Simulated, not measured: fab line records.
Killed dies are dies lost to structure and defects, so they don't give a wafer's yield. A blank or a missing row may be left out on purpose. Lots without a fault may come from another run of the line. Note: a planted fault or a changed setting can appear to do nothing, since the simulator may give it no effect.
fab line records + flow berkeley-cmos170
record:
- lots: 14
- wafers: 42
- last-day: 12
route steps=331 shown V1@267 M2@287
lots untouched by any fault: they come from a run of this same line in which no faults occurred
start-h: start of the lot's first displayed wafer, in hours after the record's first day + wait-h: hours elapsed since this lot's preceding step + " identical to the entry in the row above + L1.1+2: a single row standing in for several wafers + - no value, or no start given + * or withheld: withheld + < > ~ a bound
route shown NAME@n: a module of which the file shows steps, and the number in the route of the first + usual: mean/standard deviation taken from wafers without a fault + same: alike in all rows + chamber/n: place in a boat + sites: each site's reading + _std_site: how widely they spread, as a standard deviation + _edge_site: mean of outer sites minus mean of inner sites + radius-mm: how far each site lies from the wafer's centre + mask NAME#n: copy n + behind: tool/chamber where the wafer was last shaped + hold: why the lot was held/for how many hours/how that ended + device: names the non-switching transistor (n, p or np) + end of line: tests run on the same wafers once the route is complete + a step given without rows: its recipe and nothing more + killed: dies that structure and defects cost at the first sort, which is not the same as the wafer's yield + map: shows each die of a wafer: x if killed, . if not, _ if none is there
set.NAME: setting as actually run; set.NAME@STEP: the setting as run at that earlier step + model.NAME: the simulator's own value behind a step, which no gauge read
route steps across a sampled set of lots; one table per step, one row per wafer
services: from which hour (start-h, from the record's first day; less than 0 if before it) a tool's chamber was out of use, for how many hours, and why
== steps ==
step: UCB170_V1_OVL_MEAS_13
usual:
- V1_OVL: -1/4.7
| lot.wafer | tool       | chamber | start-h | wait-h | V1_OVL[nm] |
|-----------|------------|---------|---------|--------|------------|
| L631.1    | overlay-01 | -       | 165.68  | 0.1    | -3         |
| L631.3    | "          | -       | "       | "      | -1         |
| L631.5    | "          | -       | "       | "      | -5         |
| L634.1    | overlay-02 | -       | 174.76  | 0.1    | -3         |
| L634.4    | "          | -       | "       | "      | 0          |
| L634.5    | "          | -       | "       | "      | -4         |
| L632.2    | overlay-02 | -       | 176.80  | 0.1    | 5          |
| L632.4    | "          | -       | "       | "      | 4          |
| L632.6    | "          | -       | "       | "      | 5          |
| L637.2    | overlay-02 | -       | 195.04  | 0.1    | 8          |
| L637.3    | "          | -       | "       | "      | 3          |
| L637.4    | "          | -       | "       | "      | 8          |
| L641.1    | overlay-02 | -       | 206.13  | 0.1    | 1          |
| L641.4    | "          | -       | "       | "      | 3          |
| L641.6    | "          | -       | "       | "      | 2          |
| L640.2    | overlay-02 | -       | 206.40  | 0.1    | -6         |
| L640.4    | "          | -       | "       | "      | 0          |
| L640.5    | "          | -       | "       | "      | -1         |
| L639.1    | overlay-01 | -       | 206.66  | 0.1    | 2          |
| L639.3    | "          | -       | "       | "      | 4          |
| L639.6    | "          | -       | "       | "      | 0          |
| L642.3    | overlay-01 | -       | 240.64  | 0.1    | 1          |
| L642.4    | "          | -       | "       | "      | 2          |
| L642.6    | "          | -       | "       | "      | 3          |
| L648.2    | overlay-02 | -       | 256.27  | 0.1    | -1         |
| L648.4    | "          | -       | "       | "      | -3         |
| L648.6    | "          | -       | "       | "      | -6         |
| L650.1    | overlay-01 | -       | 257.13  | 0.1    | 0          |
| L650.2    | "          | -       | "       | "      | 1          |
| L650.3    | "          | -       | "       | "      | 3          |
| L651.2    | overlay-01 | -       | 268.17  | 0.1    | 2          |
| L651.4    | "          | -       | "       | "      | -3         |
| L651.6    | "          | -       | "       | "      | 0          |
| L652.1    | overlay-01 | -       | 269.37  | 0.1    | -5         |
| L652.2    | "          | -       | "       | "      | 1          |
| L652.4    | "          | -       | "       | "      | -2         |
| L653.1    | overlay-02 | -       | 270.67  | 0.1    | -7         |
| L653.3    | "          | -       | "       | "      | -5         |
| L653.5    | "          | -       | "       | "      | -9         |
| L654.1    | overlay-02 | -       | 278.61  | 0.1    | -5         |
| L654.3    | "          | -       | "       | "      | -1         |
| L654.5    | "          | -       | "       | "      | 1          |
step: UCB170_V1_ETCH_14
recipe:
- chemistry: CHF3/CF4/Ar
- target: SiO2
- stop-on: Al
- CHF3_flow_sccm: 45
- cf4-flow-sccm: 15
- Ar_flow_sccm: 150
- pressure-mtorr: 200
- rf-w: 700
- target-depth-a: 12500
- over-etch-frac: 0.25
- time-s: 291
usual:
- drypump-motor-current-A: 5.7/0.48
- oes-product-au: 0.875/0.016
- rf-fwd-power-W: 698.3/2.1
- throttle-valve-pct: 6.91/0.12
same:
- time-s: 291
| lot.wafer | tool        | chamber | start-h | wait-h | drypump-motor-current-A | oes-product-au | rf-fwd-power-W | rf-hours-counter-h | throttle-valve-pct |
|-----------|-------------|---------|---------|--------|-------------------------|----------------|----------------|--------------------|--------------------|
| L631.1    | rie-diel-04 | 2       | 165.72  | 0.0    | 5.0                     | 0.873          | 698.9          | 58                 | 7.01               |
| L631.3    | "           | 0       | "       | "      | 5.1                     | 0.880          | 697.9          | 5                  | 6.98               |
| L631.5    | "           | 2       | "       | "      | 5.0                     | 0.889          | 700.9          | -                  | 6.99               |
| L634.1    | rie-diel-03 | 2       | 174.79  | 0.0    | 6.1                     | 0.892          | 695.9          | 66                 | 6.77               |
| L634.4    | "           | 0       | "       | "      | 5.2                     | 0.886          | 697.8          | 13                 | 6.86               |
| L634.5    | "           | 1       | "       | "      | 6.3                     | 0.846          | 700.1          | -                  | 6.80               |
| L632.2    | rie-diel-04 | 0       | 176.83  | 0.0    | 5.1                     | 0.874          | 699.0          | 5                  | 6.97               |
| L632.4    | "           | 0       | "       | "      | 5.1                     | 0.880          | 695.7          | -                  | 6.96               |
| L632.6    | "           | 1       | "       | "      | 6.4                     | 0.871          | 699.5          | -                  | 6.91               |
| L637.2    | rie-diel-02 | 3       | 195.07  | 0.0    | 5.6                     | 0.865          | 697.9          | 129                | 6.84               |
| L637.3    | "           | 2       | "       | "      | 5.5                     | 0.872          | 700.3          | 104                | 7.09               |
| L637.4    | "           | 2       | "       | "      | 5.4                     | 0.862          | 697.4          | -                  | 7.12               |
| L641.1    | rie-diel-03 | 2       | 206.16  | 0.0    | 6.0                     | 0.895          | 699.8          | 68                 | 6.78               |
| L641.4    | "           | 0       | "       | "      | 5.2                     | 0.883          | 699.2          | 15                 | 6.86               |
| L641.6    | "           | 1       | "       | "      | 6.3                     | 0.841          | 700.3          | -                  | 6.78               |
| L640.2    | rie-diel-04 | 3       | 206.43  | 0.0    | 5.4                     | 0.862          | 699.9          | 95                 | 7.20               |
| L640.4    | "           | 1       | "       | "      | 6.4                     | 0.883          | 698.9          | 90                 | 6.92               |
| L640.5    | "           | 2       | "       | "      | 5.0                     | 0.876          | 697.9          | -                  | 6.99               |
| L639.1    | rie-diel-02 | 0       | 206.70  | 0.0    | 6.3                     | 0.893          | 698.1          | 9                  | 6.75               |
| L639.3    | "           | 3       | "       | "      | 5.6                     | 0.870          | 695.9          | 130                | 6.84               |
| L639.6    | "           | 0       | "       | "      | 6.3                     | 0.897          | 696.6          | -                  | 6.75               |
| L642.3    | rie-diel-04 | 2       | 240.66  | 0.0    | 5.0                     | 0.877          | 699.6          | 61                 | 6.99               |
| L642.4    | "           | 0       | "       | "      | 5.1                     | 0.879          | 696.6          | 8                  | 6.97               |
| L642.6    | "           | 0       | "       | "      | 5.1                     | 0.886          | 699.1          | -                  | 6.97               |
| L648.2    | rie-diel-03 | 0       | 256.30  | 0.0    | 5.2                     | 0.885          | 1186.8         | 18                 | 6.88               |
| L648.4    | "           | 2       | "       | "      | 6.1                     | 0.891          | 1185.7         | 70                 | 6.77               |
| L648.6    | "           | 1       | "       | "      | 6.3                     | 0.841          | 1188.7         | -                  | 6.81               |
| L650.1    | rie-diel-02 | 2       | 257.17  | 0.0    | 5.5                     | 0.876          | 698.6          | 106                | 7.11               |
| L650.2    | "           | 3       | "       | "      | 5.6                     | 0.872          | 696.1          | 132                | 6.83               |
| L650.3    | "           | 1       | "       | "      | 5.5                     | 0.896          | 697.9          | 2                  | 6.92               |
| L651.2    | rie-diel-03 | 0       | 268.20  | 0.0    | 5.2                     | 0.873          | 1189.6         | 18                 | 6.85               |
| L651.4    | "           | 3       | "       | "      | 5.6                     | 0.865          | 1187.2         | 124                | 6.96               |
| L651.6    | "           | 2       | "       | "      | 6.1                     | 0.890          | 1191.6         | -                  | 6.78               |
| L652.1    | rie-diel-02 | 0       | 269.41  | 0.0    | 6.3                     | 0.896          | 697.5          | 12                 | 6.76               |
| L652.2    | "           | 2       | "       | "      | 5.4                     | 0.872          | 700.5          | 107                | 7.10               |
| L652.4    | "           | 1       | "       | "      | 5.6                     | 0.892          | 697.4          | -                  | 6.91               |
| L653.1    | rie-diel-04 | 1       | 270.70  | 0.0    | 6.4                     | 0.872          | 696.9          | 94                 | 6.90               |
| L653.3    | "           | 0       | "       | "      | 5.1                     | 0.884          | 697.5          | 9                  | 6.96               |
| L653.5    | "           | 2       | "       | "      | 5.0                     | 0.879          | 697.6          | -                  | 7.00               |
| L654.1    | rie-diel-02 | 2       | 278.65  | 0.0    | 5.5                     | 0.871          | 699.3          | 107                | 7.09               |
| L654.3    | "           | 0       | "       | "      | 6.3                     | 0.895          | 697.9          | 13                 | 6.76               |
| L654.5    | "           | 1       | "       | "      | 5.6                     | 0.892          | 697.0          | -                  | 6.94               |
step: UCB170_V1_STRIP_15
recipe:
- chemistry: O2
- power-w: 400
- pressure-mtorr: 3500
- platen-temp-c: withheld
- o2-flow-sccm: 400
- overash-fraction: 0.5
usual:
- drypump-motor-current-A: 5.7/0.4
- oes-product-au: 0.722/0.0043
- strip-time-to-endpoint-s: 15.38/0.11
| lot.wafer | tool            | chamber | start-h | wait-h | drypump-motor-current-A | oes-product-au | rf-hours-counter-h | strip-time-to-endpoint-s |
|-----------|-----------------|---------|---------|--------|-------------------------|----------------|--------------------|--------------------------|
| L631.1    | plasma-asher-01 | 0       | 165.90  | 0.1    | 5.6                     | 0.722          | 45                 | 15.18                    |
| L631.3    | "               | 0       | "       | "      | 5.5                     | 0.721          | -                  | 15.62                    |
| L631.5    | "               | 0       | "       | "      | 5.5                     | 0.727          | -                  | 15.19                    |
| L634.1    | plasma-asher-01 | 1       | 174.97  | 0.1    | 5.9                     | 0.715          | 46                 | 15.23                    |
| L634.4    | "               | 1       | "       | "      | 5.9                     | 0.721          | -                  | 15.66                    |
| L634.5    | "               | 1       | "       | "      | 5.9                     | 0.724          | -                  | 15.39                    |
| L632.2    | plasma-asher-02 | 1       | 177.01  | 0.1    | 5.0                     | 0.719          | 7                  | 15.61                    |
| L632.4    | "               | 0       | "       | "      | 6.2                     | 0.725          | -                  | 15.67                    |
| L632.6    | "               | 0       | "       | "      | 6.2                     | 0.722          | -                  | 15.46                    |
| L637.2    | plasma-asher-01 | 0       | 195.24  | 0.1    | 5.5                     | 0.721          | 49                 | 15.27                    |
| L637.3    | "               | 1       | "       | "      | 5.9                     | 0.723          | -                  | 15.54                    |
| L637.4    | "               | 0       | "       | "      | 5.6                     | 0.720          | -                  | 15.46                    |
| L641.1    | plasma-asher-01 | 1       | 206.34  | 0.1    | 5.9                     | 0.729          | 50                 | 15.22                    |
| L641.4    | "               | 0       | "       | "      | 5.5                     | 0.727          | -                  | 15.49                    |
| L641.6    | "               | 1       | "       | "      | 5.9                     | 0.722          | -                  | 15.35                    |
| L640.2    | plasma-asher-04 | 1       | 206.60  | 0.1    | 6.2                     | 0.729          | 53                 | 15.42                    |
| L640.4    | "               | 1       | "       | "      | 6.1                     | 0.726          | -                  | 15.48                    |
| L640.5    | "               | 1       | "       | "      | 6.2                     | 0.718          | -                  | 15.31                    |
| L639.1    | plasma-asher-02 | 1       | 206.88  | 0.1    | 5.0                     | 0.731          | 10                 | 15.27                    |
| L639.3    | "               | 1       | "       | "      | 5.0                     | 0.721          | -                  | 15.22                    |
| L639.6    | "               | 1       | "       | "      | 5.0                     | 0.721          | -                  | 15.35                    |
| L642.3    | plasma-asher-02 | 0       | 240.87  | 0.1    | 6.2                     | 0.716          | -                  | 15.30                    |
| L642.4    | "               | 1       | "       | "      | 5.0                     | 0.723          | -                  | 15.45                    |
| L642.6    | "               | 0       | "       | "      | 6.2                     | 0.724          | -                  | 15.51                    |
| L648.2    | plasma-asher-01 | 1       | 256.47  | 0.1    | 5.9                     | 0.722          | 56                 | 13.53                    |
| L648.4    | "               | 1       | "       | "      | 5.8                     | 0.718          | -                  | 13.26                    |
| L648.6    | "               | 1       | "       | "      | 5.8                     | 0.717          | -                  | 13.41                    |
| L650.1    | plasma-asher-01 | 1       | 257.35  | 0.1    | 5.9                     | 0.730          | 57                 | 15.46                    |
| L650.2    | "               | 0       | "       | "      | 5.5                     | 0.720          | 57                 | 15.42                    |
| L650.3    | "               | 0       | "       | "      | 5.5                     | 0.720          | -                  | 15.28                    |
| L651.2    | plasma-asher-04 | 1       | 268.38  | 0.1    | 6.2                     | 0.717          | 58                 | 13.57                    |
| L651.4    | "               | 0       | "       | "      | 6.0                     | 0.719          | -                  | 13.34                    |
| L651.6    | "               | 1       | "       | "      | 6.2                     | 0.718          | -                  | 13.29                    |
| L652.1    | plasma-asher-01 | 1       | 269.58  | 0.1    | 5.9                     | 0.717          | 58                 | 15.46                    |
| L652.2    | "               | 0       | "       | "      | 5.6                     | 0.727          | 58                 | 15.51                    |
| L652.4    | "               | 1       | "       | "      | 5.9                     | 0.720          | -                  | 15.30                    |
| L653.1    | plasma-asher-02 | 0       | 270.88  | 0.1    | 6.2                     | 0.727          | 18                 | 15.44                    |
| L653.3    | "               | 0       | "       | "      | 6.2                     | 0.721          | -                  | 15.54                    |
| L653.5    | "               | 1       | "       | "      | 5.0                     | 0.726          | -                  | 15.24                    |
| L654.1    | plasma-asher-02 | 0       | 278.83  | 0.1    | 6.2                     | 0.728          | 19                 | 15.47                    |
| L654.3    | "               | 1       | "       | "      | 5.0                     | 0.727          | -                  | 15.40                    |
| L654.5    | "               | 0       | "       | "      | 6.2                     | 0.712          | -                  | 15.40                    |
step: UCB170_V1_CD_MEAS_90
recipe:
- target-cd-nm: 700
usual:
- cd-nm: 699.7/1.4
| lot.wafer | tool      | chamber | start-h | wait-h | hold                     | cd-nm |
|-----------|-----------|---------|---------|--------|--------------------------|-------|
| L631.1    | cd-sem-01 | -       | 166.00  | 0.1    | -                        | 701.8 |
| L631.3    | "         | -       | "       | "      | -                        | 701.6 |
| L631.5    | "         | -       | "       | "      | -                        | 702.2 |
| L634.1    | cd-sem-01 | -       | 175.07  | 0.1    | -                        | 698.5 |
| L634.4    | "         | -       | "       | "      | -                        | 696.1 |
| L634.5    | "         | -       | "       | "      | -                        | 698.3 |
| L632.2    | cd-sem-02 | -       | 177.13  | 0.1    | -                        | 697.0 |
| L632.4    | "         | -       | "       | "      | -                        | 696.8 |
| L632.6    | "         | -       | "       | "      | -                        | 698.3 |
| L637.2    | cd-sem-01 | -       | 195.36  | 0.1    | -                        | 698.3 |
| L637.3    | "         | -       | "       | "      | -                        | 697.9 |
| L637.4    | "         | -       | "       | "      | -                        | 697.1 |
| L641.1    | cd-sem-02 | -       | 206.44  | 0.1    | -                        | 700.6 |
| L641.4    | "         | -       | "       | "      | -                        | 700.3 |
| L641.6    | "         | -       | "       | "      | -                        | 699.4 |
| L640.2    | cd-sem-01 | -       | 206.72  | 0.1    | -                        | 700.3 |
| L640.4    | "         | -       | "       | "      | -                        | 701.0 |
| L640.5    | "         | -       | "       | "      | -                        | 699.3 |
| L639.1    | cd-sem-02 | -       | 206.98  | 0.1    | -                        | 699.0 |
| L639.3    | "         | -       | "       | "      | -                        | 698.8 |
| L639.6    | "         | -       | "       | "      | -                        | 699.8 |
| L642.3    | cd-sem-01 | -       | 240.98  | 0.1    | -                        | 699.7 |
| L642.4    | "         | -       | "       | "      | -                        | 698.4 |
| L642.6    | "         | -       | "       | "      | -                        | 699.0 |
| L648.2    | cd-sem-01 | -       | 256.59  | 0.1    | await-dispo/0.2h/release | 710.6 |
| L648.4    | "         | -       | "       | "      | await-dispo/0.2h/release | 711.5 |
| L648.6    | "         | -       | "       | "      | await-dispo/0.2h/release | 709.6 |
| L648.2    | cd-sem-01 | -       | 256.88  | 0.3    | -                        | 710.9 |
| L648.4    | "         | -       | "       | "      | -                        | 711.4 |
| L648.6    | "         | -       | "       | "      | -                        | 709.3 |
| L650.1    | cd-sem-01 | -       | 257.45  | 0.1    | -                        | 698.8 |
| L650.2    | "         | -       | "       | "      | -                        | 701.6 |
| L650.3    | "         | -       | "       | "      | -                        | 700.1 |
| L651.2    | cd-sem-01 | -       | 268.50  | 0.1    | await-dispo/0.2h/release | 712.9 |
| L651.4    | "         | -       | "       | "      | await-dispo/0.2h/release | 715.0 |
| L651.6    | "         | -       | "       | "      | await-dispo/0.2h/release | 715.2 |
| L651.2    | cd-sem-01 | -       | 268.78  | 0.3    | -                        | 713.0 |
| L651.4    | "         | -       | "       | "      | -                        | 714.8 |
| L651.6    | "         | -       | "       | "      | -                        | 715.5 |
| L652.1    | cd-sem-02 | -       | 269.68  | 0.1    | -                        | 701.0 |
| L652.2    | "         | -       | "       | "      | -                        | 701.7 |
| L652.4    | "         | -       | "       | "      | -                        | 699.6 |
| L653.1    | cd-sem-02 | -       | 270.98  | 0.1    | -                        | 700.7 |
| L653.3    | "         | -       | "       | "      | -                        | 699.6 |
| L653.5    | "         | -       | "       | "      | -                        | 700.5 |
| L654.1    | cd-sem-01 | -       | 278.93  | 0.1    | -                        | 701.8 |
| L654.3    | "         | -       | "       | "      | -                        | 700.6 |
| L654.5    | "         | -       | "       | "      | -                        | 699.8 |
step: UCB170_M2_OVL_MEAS_16
usual:
- M2_OVL: 2/7.2
| lot.wafer | tool       | chamber | start-h | wait-h | M2_OVL[nm] |
|-----------|------------|---------|---------|--------|------------|
| L631.1    | overlay-02 | -       | 168.83  | 0.1    | 12         |
| L631.3    | "          | -       | "       | "      | 15         |
| L631.5    | "          | -       | "       | "      | 7          |
| L634.1    | overlay-02 | -       | 177.80  | 0.1    | 7          |
| L634.4    | "          | -       | "       | "      | -1         |
| L634.5    | "          | -       | "       | "      | 9          |
| L632.2    | overlay-02 | -       | 180.31  | 0.1    | -4         |
| L632.4    | "          | -       | "       | "      | 1          |
| L632.6    | "          | -       | "       | "      | -4         |
| L637.2    | overlay-02 | -       | 197.61  | 0.1    | -1         |
| L637.3    | "          | -       | "       | "      | -5         |
| L637.4    | "          | -       | "       | "      | -2         |
| L641.1    | overlay-02 | -       | 209.98  | 0.1    | 1          |
| L641.4    | "          | -       | "       | "      | 8          |
| L641.6    | "          | -       | "       | "      | 9          |
| L640.2    | overlay-02 | -       | 210.44  | 0.1    | 7          |
| L640.4    | "          | -       | "       | "      | -2         |
| L640.5    | "          | -       | "       | "      | 1          |
| L639.1    | overlay-01 | -       | 210.71  | 0.1    | 6          |
| L639.3    | "          | -       | "       | "      | 4          |
| L639.6    | "          | -       | "       | "      | 9          |
| L642.3    | overlay-01 | -       | 244.92  | 0.1    | 9          |
| L642.4    | "          | -       | "       | "      | 7          |
| L642.6    | "          | -       | "       | "      | 15         |
| L650.1    | overlay-02 | -       | 259.99  | 0.1    | 8          |
| L650.2    | "          | -       | "       | "      | 14         |
| L650.3    | "          | -       | "       | "      | 2          |
| L648.2    | overlay-01 | -       | 262.19  | 0.1    | 4          |
| L648.4    | "          | -       | "       | "      | 6          |
| L648.6    | "          | -       | "       | "      | -4         |
| L652.1    | overlay-02 | -       | 272.27  | 0.1    | -3         |
| L652.2    | "          | -       | "       | "      | 0          |
| L652.4    | "          | -       | "       | "      | 6          |
| L651.2    | overlay-01 | -       | 272.82  | 0.1    | 12         |
| L651.4    | "          | -       | "       | "      | 5          |
| L651.6    | "          | -       | "       | "      | 7          |
| L653.1    | overlay-01 | -       | 273.38  | 0.1    | 4          |
| L653.3    | "          | -       | "       | "      | -2         |
| L653.5    | "          | -       | "       | "      | -1         |
| L654.1    | overlay-01 | -       | 281.06  | 0.1    | 5          |
| L654.3    | "          | -       | "       | "      | -4         |
| L654.5    | "          | -       | "       | "      | 0          |
step: UCB170_M2_ETCH_17
recipe:
- chemistry: N2/H2
- target-depth-a: withheld
- overetch-a: withheld
- target: BARC
- time-s: withheld
- source-w: 500
- bias-w: 100
- pressure-mtorr: 30
- n2-flow-sccm: 100
- h2-flow-sccm: 200
usual:
- drypump-motor-current-A: 5.9/0.41
- oes-product-au: 0.990/0.026
- rf-fwd-power-W: 494.5/2
- throttle-valve-pct: 13.21/0.2
| lot.wafer | tool        | chamber | start-h | wait-h | drypump-motor-current-A | oes-product-au | rf-fwd-power-W | throttle-valve-pct |
|-----------|-------------|---------|---------|--------|-------------------------|----------------|----------------|--------------------|
| L631.1    | rie-diel-02 | 1       | 168.87  | 0.0    | 5.5                     | 0.999          | 493.2          | 13.25              |
| L631.3    | "           | 0       | "       | "      | 6.3                     | 1.022          | 496.1          | 12.89              |
| L631.5    | "           | 3       | "       | "      | 5.6                     | 0.989          | 494.4          | 13.20              |
| L634.1    | rie-diel-01 | 2       | 177.83  | 0.0    | 6.0                     | 0.957          | 497.4          | 13.18              |
| L634.4    | "           | 3       | "       | "      | 5.9                     | 0.945          | 494.6          | 13.46              |
| L634.5    | "           | 1       | "       | "      | 5.3                     | 1.002          | 494.2          | 13.08              |
| L632.2    | rie-diel-01 | 2       | 180.34  | 0.0    | 6.0                     | 0.971          | 496.0          | 13.18              |
| L632.4    | "           | 3       | "       | "      | 6.0                     | 0.951          | 493.3          | 13.46              |
| L632.6    | "           | 2       | "       | "      | 6.1                     | 0.962          | 495.9          | 13.19              |
| L637.2    | rie-diel-02 | 2       | 197.64  | 0.0    | 5.5                     | 0.974          | 498.4          | 13.44              |
| L637.3    | "           | 0       | "       | "      | 6.3                     | 1.004          | 492.0          | 12.88              |
| L637.4    | "           | 3       | "       | "      | 5.6                     | 0.991          | 491.5          | 13.20              |
| L641.1    | rie-diel-01 | 3       | 210.02  | 0.0    | 5.9                     | 0.950          | 494.2          | 13.46              |
| L641.4    | "           | 2       | "       | "      | 6.1                     | 0.966          | 493.5          | 13.20              |
| L641.6    | "           | 3       | "       | "      | 5.9                     | 0.957          | 495.1          | 13.43              |
| L640.2    | rie-diel-03 | 0       | 210.47  | 0.0    | 5.2                     | 0.999          | 494.2          | 13.20              |
| L640.4    | "           | 3       | "       | "      | 5.6                     | 0.978          | 494.5          | 13.35              |
| L640.5    | "           | 3       | "       | "      | 5.6                     | 0.968          | 492.9          | 13.35              |
| L639.1    | rie-diel-03 | 2       | 210.74  | 0.0    | 6.1                     | 1.032          | 492.4          | 12.92              |
| L639.3    | "           | 1       | "       | "      | 6.3                     | 0.971          | 495.5          | 13.00              |
| L639.6    | "           | 0       | "       | "      | 5.2                     | 0.991          | 492.7          | 13.21              |
| L642.3    | rie-diel-01 | 2       | 244.94  | 0.0    | 6.1                     | 0.952          | 495.1          | 13.19              |
| L642.4    | "           | 2       | "       | "      | 6.1                     | 0.960          | 494.5          | 13.19              |
| L642.6    | "           | 3       | "       | "      | 5.9                     | 0.957          | 496.4          | 13.46              |
| L650.1    | rie-diel-03 | 2       | 260.02  | 0.0    | 6.1                     | 1.023          | 493.2          | 12.91              |
| L650.2    | "           | 3       | "       | "      | 5.6                     | 0.984          | 492.2          | 13.37              |
| L650.3    | "           | 0       | "       | "      | 5.3                     | 1.007          | 494.5          | 13.22              |
| L648.2    | rie-diel-02 | 3       | 262.22  | 0.0    | 5.6                     | 0.987          | 493.5          | 13.19              |
| L648.4    | "           | 1       | "       | "      | 5.6                     | 1.017          | 495.2          | 13.34              |
| L648.6    | "           | 2       | "       | "      | 5.4                     | 0.974          | 494.8          | 13.47              |
| L652.1    | rie-diel-03 | 2       | 272.30  | 0.0    | 6.1                     | 1.032          | 496.6          | 12.92              |
| L652.2    | "           | 0       | "       | "      | 5.3                     | 1.005          | 493.8          | 13.21              |
| L652.4    | "           | 0       | "       | "      | 5.2                     | 1.001          | 491.7          | 13.21              |
| L651.2    | rie-diel-01 | 0       | 272.85  | 0.0    | 6.5                     | 1.019          | 494.1          | 13.41              |
| L651.4    | "           | 3       | "       | "      | 5.9                     | 0.964          | 494.3          | 13.46              |
| L651.6    | "           | 0       | "       | "      | 6.5                     | 1.015          | 492.2          | 13.40              |
| L653.1    | rie-diel-03 | 1       | 273.42  | 0.0    | 6.3                     | 0.957          | 498.4          | 12.99              |
| L653.3    | "           | 2       | "       | "      | 6.1                     | 1.040          | 495.4          | 12.92              |
| L653.5    | "           | 1       | "       | "      | 6.3                     | 0.959          | 496.8          | 13.00              |
| L654.1    | rie-diel-02 | 1       | 281.10  | 0.0    | 5.6                     | 1.023          | 491.4          | 13.32              |
| L654.3    | "           | 2       | "       | "      | 5.4                     | 0.975          | 494.9          | 13.44              |
| L654.5    | "           | 0       | "       | "      | 6.3                     | 1.008          | 496.2          | 12.87              |
== services ==
| tool            | chamber | start-h | hours | kind           |
|-----------------|---------|---------|-------|----------------|
| rie-diel-02     | 2       | 142.66  | 5.8   | repair         |
| rie-diel-02     | 0       | 153.99  | 1.4   | repair         |
| rie-diel-04     | 3       | 174.28  | 3.3   | repair         |
| rie-diel-03     | 1       | 181.93  | 5.6   | repair         |
| rie-diel-02     | 1       | 186.83  | -     | clean          |
| rie-diel-02     | 1       | 186.83  | 23.1  | scheduled-down |
| rie-diel-02     | 1       | 186.83  | 23.1  | vent-cycle     |
| rie-diel-01     | 1       | 188.03  | 9.4   | repair         |
| rie-diel-01     | 2       | 191.05  | 14.4  | repair         |
| plasma-asher-01 | -       | 199.44  | 0.4   | repair         |
| rie-diel-01     | 1       | 206.89  | 10.9  | repair         |
| rie-diel-01     | 0       | 208.76  | 4.3   | repair         |
| plasma-asher-01 | -       | 213.65  | 0.5   | repair         |
| rie-diel-01     | 0       | 217.74  | -     | clean          |
| rie-diel-01     | 0       | 217.74  | 25.3  | scheduled-down |
| rie-diel-01     | 0       | 217.74  | 25.3  | vent-cycle     |
| plasma-asher-04 | -       | 223.04  | 2.1   | repair         |
| rie-diel-01     | -       | 225.92  | 2.8   | pm             |
| plasma-asher-04 | -       | 229.47  | 14.6  | pm             |
| rie-diel-02     | 2       | 235.43  | 7.6   | repair         |
| rie-diel-04     | 0       | 247.03  | 5.3   | repair         |
| rie-diel-02     | 3       | 260.67  | -     | clean          |
| rie-diel-02     | 1       | 264.73  | 2.0   | repair         |
| rie-diel-03     | 3       | 269.97  | 4.8   | repair         |
== key ==
first-sign:
- step: UCB170_V1_ETCH_14
- reading: rf-fwd-power-W
- direction: up
- sigmas: 99+
- usual: 698.3
- struck: 1188.3
effect:
- step: UCB170_V1_STRIP_15
- reading: strip-time-to-endpoint-s
- direction: down
- sigmas: 17
- usual: *
- struck: *
effect:
- step: UCB170_V1_CD_MEAS_90
- reading: visit
- direction: added
effect:
- step: UCB170_V1_CD_MEAS_90
- reading: cd-nm
- direction: up
- sigmas: 8.9
- usual: 699.7
- struck: 712.5
met-at UCB170_V1_ETCH_14
struck-lots L648,L651
sort-left-out L648.2,L648.4,L648.6
loop-trim:
- step: UCB170_M2_EXPOSE_12
- setting: dose
- lots: L651
not-acting-at UCB170_V1_OVL_MEAS_13,UCB170_M2_OVL_MEAS_16,UCB170_M2_ETCH_17
onset-between 206.16 256.30
fault:
- kind: process-parameter-drift
- tool: rie-diel-03
- chamber: -
- onset-h: 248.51
- steps: UCB170_V1_ETCH_14
- channel: rf-w
- offset: 490
- shape: step
- end-h: 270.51
- acts-in: these-recipes-only
- stated: 700
sort-left-out: the simulated sort isn't trusted on such a fault, so these wafers' sort isn't shown, and their yield isn't known
loop-trim: a control loop set the setting to another value than it would have without faults
